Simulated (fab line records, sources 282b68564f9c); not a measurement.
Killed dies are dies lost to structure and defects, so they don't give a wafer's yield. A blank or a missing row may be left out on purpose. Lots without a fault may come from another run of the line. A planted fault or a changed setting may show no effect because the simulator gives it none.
A struck lot beside a sound one | flow rit_cmos | 44 steps out of a route of 202
Sound: wafers L178.1, L178.5, L178.6. Struck: wafers L177.2, L177.5, L177.6. The cause comes at the end.
At each step with rows: each side's tool, then ch and its chambers, then its first start. Under that, the readings that differ: sound wafers | struck wafers | difference of the means | sigmas: that difference in standard deviations of wafers without a fault.
alike: readings whose means differ by less than 2 such deviations, and words and numbers that are the same on both sides. not compared: withheld readings, readings that some wafer has no value for, bounds like >300 that may hide the same value, and numbers for which the record gives no deviation and whose values overlap.
The two part at a step that has a row with sigmas, a row that says differs or no value, or rows on one side only. Numbers that don't overlap but have no deviation are shown without sigmas and don't part them. A reading that every wafer of one side lacks parts them only if that side has two wafers or more.

first, 1 step without rows for these wafers: RIT_ACTIVE_DEVELOP_10 (develop time 50 s).
RIT_ACTIVE_CD_MEAS_11: target cd 1400 nm.
  sound on cd_sem-01, day 2 08:36; struck on cd_sem-02, day 2 00:56
  alike: cd_nm
then, 1 step without rows for these wafers: RIT_ACTIVE_HARDBAKE_12 (time 60 s).
RIT_ACTIVE_ETCH_13: etches Si3N4 in SF6, stops on SiO2, time 210 s, target depth 210 nm.
  sound on rie_diel-01 ch 1,2, day 2 08:52; struck on rie_diel-01 ch 0,3, day 2 01:11
  alike: chamber_pressure_mTorr, drypump_motor_current_A, oes_product_au, throttle_valve_pct
  not compared: rf_hours_counter_h
RIT_ACTIVE_STRIP_14: strips in O2, time 180 s.
  sound on plasma_asher-01 ch 0,1, day 2 09:01; struck on plasma_asher-04 ch 0,1, day 2 01:20
  alike: chamber_pressure_mTorr, drypump_motor_current_A, o2_flow_sccm
  not compared: rf_hours_counter_h
RIT_ACTIVE_CD_MEAS_90: target cd 1400 nm.
  sound on cd_sem-02, day 2 09:11; struck on cd_sem-02, day 2 01:31
  alike: cd_nm
then, 4 steps without rows for these wafers: RIT_ACTIVE_CLEAN_15 (cleans in SC1, time 600 s); RIT_ACTIVE_CLEAN_16 (cleans in dHF, time 30 s); RIT_ACTIVE_CLEAN_17 (cleans in SC2, time 600 s); RIT_FOX1_OXIDATION_00 (target thk 350.7 nm, ox time 1130 s).
RIT_FOX1_THK_MEAS_01:
  sound on film_metro-03, day 2 11:35; struck on film_metro-03, day 2 05:40
  alike: FOX1_OXIDE_THK
then, 1 step without rows for these wafers: RIT_FOX1_WET_ETCH_02 (etches SiO2 in BOE, target depth 350 nm, time 390 s).
RIT_FOX2_OXIDATION_00: target thk 350.7 nm, ox time 1130 s.
  sound on furnace-04 ch 0, day 2 13:05; struck on furnace-04 ch 0, day 2 10:16
RIT_FOX2_THK_MEAS_01:
  sound on film_metro-04, day 2 14:24; struck on film_metro-02, day 2 11:36
  reading             | sound       | struck      | difference | sigmas
  FOX2_OXIDE_THK (nm) | 344 349 352 | 515 521 519 | +170       | +29
RIT_FOX2_CLEAN_02: cleans in dHF, time 180 s.
  sound on wet_bench-02 ch 1, day 2 14:28; struck on wet_bench-04 ch 0, day 2 11:40
  reading                                     | sound             | struck            | difference | sigmas
  model.SiO2_of_FOX2_OXIDATION_00.thk_nm (nm) | 326.9 332.5 335.2 | 498.3 504.3 502.9 | +170.3     |
  model.Si3N4_of_ACTIVE_CVD_03.thk_nm (nm)    | 127.9 129.3 129.5 | 127.3 126 127.7   | -1.9       |
RIT_FOX2_WET_ETCH_03: etches Si3N4 in H3PO4, target depth 195 nm, time 2700 s.
  sound on wet_bench-03 ch 2, day 2 14:31; struck on wet_bench-02 ch 0, day 2 11:51
  reading                                     | sound             | struck            | difference | sigmas
  model.SiO2_of_FOX2_OXIDATION_00.thk_nm (nm) | 315.8 321.5 324.1 | 487.6 493.5 492.2 | +170.6     |
RIT_FOX2_THK_MEAS_90:
  sound on film_metro-02, day 2 15:17; struck on film_metro-04, day 2 12:37
  reading                     | sound       | struck      | difference | sigmas
  FIELD_OXIDE_LEFT_1_THK (nm) | 316 322 324 | 488 493 492 | +170       | +29
then, 6 steps without rows for these wafers: RIT_NWELL_HMDS_00 (prime time 60 s); RIT_NWELL_COAT_01 (resist thk 1300 nm); RIT_NWELL_SOFTBAKE_02 (time 60 s); RIT_NWELL_EXPOSE_03 (exposes mask M2, target cd 43900 nm); RIT_NWELL_PEB_04; RIT_NWELL_DEVELOP_05 (develop time 68 s).
RIT_NWELL_OVL_MEAS_06:
  sound on overlay-01, day 2 16:26; struck on overlay-02, day 2 13:57
  alike: NWELL_OVL
then, 2 steps without rows for these wafers: RIT_NWELL_HARDBAKE_07 (time 120 s); RIT_NWELL_IMPLANT_08.
RIT_NWELL_STRIP_09: strips in O2, time 180 s.
  sound on plasma_asher-02 ch 0,1, day 2 16:53; struck on plasma_asher-02 ch 0,1, day 2 14:23
  alike: chamber_pressure_mTorr, drypump_motor_current_A, o2_flow_sccm
  not compared: rf_hours_counter_h
RIT_NWELL_TW_MEAS_10:
  sound on film_metro-02, day 2 17:03; struck on film_metro-04, day 2 14:34
  alike: NWELL_TW
then, 6 steps without rows for these wafers: RIT_PWELL_HMDS_00 (prime time 60 s); RIT_PWELL_COAT_01 (resist thk 1300 nm); RIT_PWELL_SOFTBAKE_02 (time 60 s); RIT_PWELL_EXPOSE_03 (exposes mask M3, target cd 43700 nm); RIT_PWELL_PEB_04; RIT_PWELL_DEVELOP_05 (develop time 68 s).
RIT_PWELL_OVL_MEAS_06:
  sound on overlay-02, day 2 17:59; struck on overlay-01, day 2 15:39
  alike: PWELL_OVL
then, 2 steps without rows for these wafers: RIT_PWELL_HARDBAKE_07 (time 120 s); RIT_PWELL_IMPLANT_08.
RIT_PWELL_STRIP_09: strips in O2, time 180 s.
  sound on plasma_asher-04 ch 0,1, day 2 18:26; struck on plasma_asher-03 ch 0,1, day 2 16:08
  alike: chamber_pressure_mTorr, drypump_motor_current_A, o2_flow_sccm
  not compared: rf_hours_counter_h
RIT_PWELL_TW_MEAS_10:
  sound on film_metro-02, day 2 18:36; struck on film_metro-03, day 2 16:19
  reading  | sound       | struck      | difference | sigmas
  PWELL_TW | 981 978 979 | 939 942 944 | -38        | -3
then, 1 step without rows for these wafers: RIT_WELLDRIVE_ANNEAL_00 (time 14700 s).
RIT_WELLDRIVE_RS_MEAS_01: measures by four-point-probe.
  sound on film_metro-02, day 3 03:34; struck on film_metro-03, day 2 23:43
  alike: NWELL_RS
RIT_WELLDRIVE_RS_MEAS_02: measures by four-point-probe.
  sound on film_metro-02, day 3 03:41; struck on film_metro-03, day 2 23:50
  alike: PWELL_RS
RIT_FOX2_THK_MEAS_91:
  sound on film_metro-04, day 3 07:19; struck on film_metro-01, day 3 04:05
  reading                     | sound       | struck      | difference | sigmas
  FIELD_OXIDE_LEFT_2_THK (nm) | 248 254 257 | 420 426 425 | +171       | +28
RIT_M1_PROBE_99:
  sound on prober-02, day 4 09:27; struck on prober-01, day 4 11:45
  alike: killed_at_front_end, killed_dies, killed_open, killed_short

WHERE THEY PART
First at RIT_FOX2_THK_MEAS_01; last, within this record, at RIT_FOX2_THK_MEAS_91. Later steps at which nothing parts them and some readings are alike: RIT_M1_PROBE_99.

WHY: what the simulator had put in
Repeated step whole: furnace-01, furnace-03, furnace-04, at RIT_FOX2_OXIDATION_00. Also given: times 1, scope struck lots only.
